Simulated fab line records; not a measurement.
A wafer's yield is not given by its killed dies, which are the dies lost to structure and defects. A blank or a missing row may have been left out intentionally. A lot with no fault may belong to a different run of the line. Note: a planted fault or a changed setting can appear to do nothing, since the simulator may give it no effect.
Split-lot experiment    flow berkeley-cmos170    route with 331 steps; 5 lots, 23 wafers read

ON THE SPLIT
At UCB170_M2_METAL_ETCH_18 (etches Al in Cl2/BCl3, stops on SiO2, target depth 1170 nm, time 195 s), the setting icp-w was moved away from the recipe's 600 W on 10 of the 23 wafers read, by -9.5% to +8.6%. All remaining wafers had this setting at the recipe value.

Between the split and the reading, the file records no step.

THE READING
oes-product-au, in a.u., at UCB170_M2_STRIP_19 (strips in O2). A value of 0.536 a.u. with a standard deviation of 0.025 a.u. is what fault-free wafers of this fab line usually give.

wafer   tool, chamber at the split  icp-w as run, W  against the recipe  oes-product-au, a.u.  against lot-mates on the recipe
L075.1  rie-metal-03, 1,0,1         600              recipe              0.574                 -
L075.2  rie-metal-03, 1,0,1         600              recipe              0.541                 -
L075.5  rie-metal-03, 1,0,1         600              recipe              0.577                 -
L079.1  rie-metal-03, 1,0,1         651.8            +8.6%               0.510                 -0.034
L079.3  rie-metal-03, 1,0           600              recipe              0.550                 -
L079.4  rie-metal-03, 1,0,1         651.8            +8.6%               0.500                 -0.044
L079.5  rie-metal-03, 1,0,1         651.8            +8.6%               0.492                 -0.052
L079.6  rie-metal-03, 1,0           600              recipe              0.539                 -
L080.1  rie-metal-02, 1,0,1         600              recipe              0.511                 -
L080.3  rie-metal-02, 1,0           554              -7.7%               0.553                 +0.038
L080.4  rie-metal-02, 1,0           554              -7.7%               0.593                 +0.078
L080.5  rie-metal-02, 1,0,1         600              recipe              0.526                 -
L080.6  rie-metal-02, 1,0,1         600              recipe              0.507                 -
L083.1  rie-metal-03, 0,1,1         543.3            -9.5%               0.618                 +0.064
L083.3  rie-metal-03, 0,1,1         543.3            -9.5%               0.615                 +0.061
L083.4  rie-metal-03, 0             600              recipe              0.555                 -
L083.5  rie-metal-03, 0,1,1         543.3            -9.5%               0.630                 +0.076
L083.6  rie-metal-03, 0             600              recipe              0.553                 -
L084.2  rie-metal-02, 0             600              recipe              0.537                 -
L084.3  rie-metal-02, 0             600              recipe              0.532                 -
L084.4  rie-metal-02, 1             570.7            -4.9%               0.541                 +0.005
L084.5  rie-metal-02, 1             570.7            -4.9%               0.538                 +0.002
L084.6  rie-metal-02, 0             600              recipe              0.540                 -
The file does not say which wafer passed through which chamber wherever a row lists several chambers: such a row stands for several wafers.

FIT RESULTS
A straight line over all 23 wafers: oes-product-au changes by -0.00571 a.u. for each +1% of icp-w; r = -0.81; the points scatter about the line by 0.022 a.u.
The same after taking each lot's own level away (the mean of its wafers on the recipe; 23 wafers): -0.00598 a.u. for each +1%; r = -0.92; scatter 0.014 a.u.
According to that fit, moving icp-w by its largest amount changes the reading by 0.057 a.u.
The lots' own levels span 0.5147 to 0.5640 a.u., that is 2.0 times the standard deviation above.
Consequently the slope shifts little with the lot-to-lot level, the two slopes agreeing.
Check: for one of the wafers moved furthest among these (-9.5%), held out of the fit, the line's prediction against its lot-mates is +0.0566 a.u. It came out at +0.064 a.u. against them.

THE OTHER SPLITS THESE WAFERS WENT THROUGH
These wafers also went through other splits before the reading. Each is held against what the fit with the lots' levels taken away leaves over:
other split on the same wafers    wafers away from the commonest value  r with oes-product-au (lot level and that fit taken away)
UCB170_NSD_IMPLANT_08 energy-kev  6                                     +0.09
UCB170_BACKSIDE_STRIP_03 power-w  8                                     +0.08
UCB170_CONTACT_CVD_01 temp-c      15                                    +0.19
UCB170_M1_SPUTTER_00 power-w      10                                    +0.03
UCB170_M1_ETCH_11 source-w        6                                     -0.19
UCB170_V1_PEB_10 peb-temp-c       8                                     -0.04

FILE'S OWN FIT
oes-product-au changes by -0.00597 a.u. for each +1% of icp-w, r = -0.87.
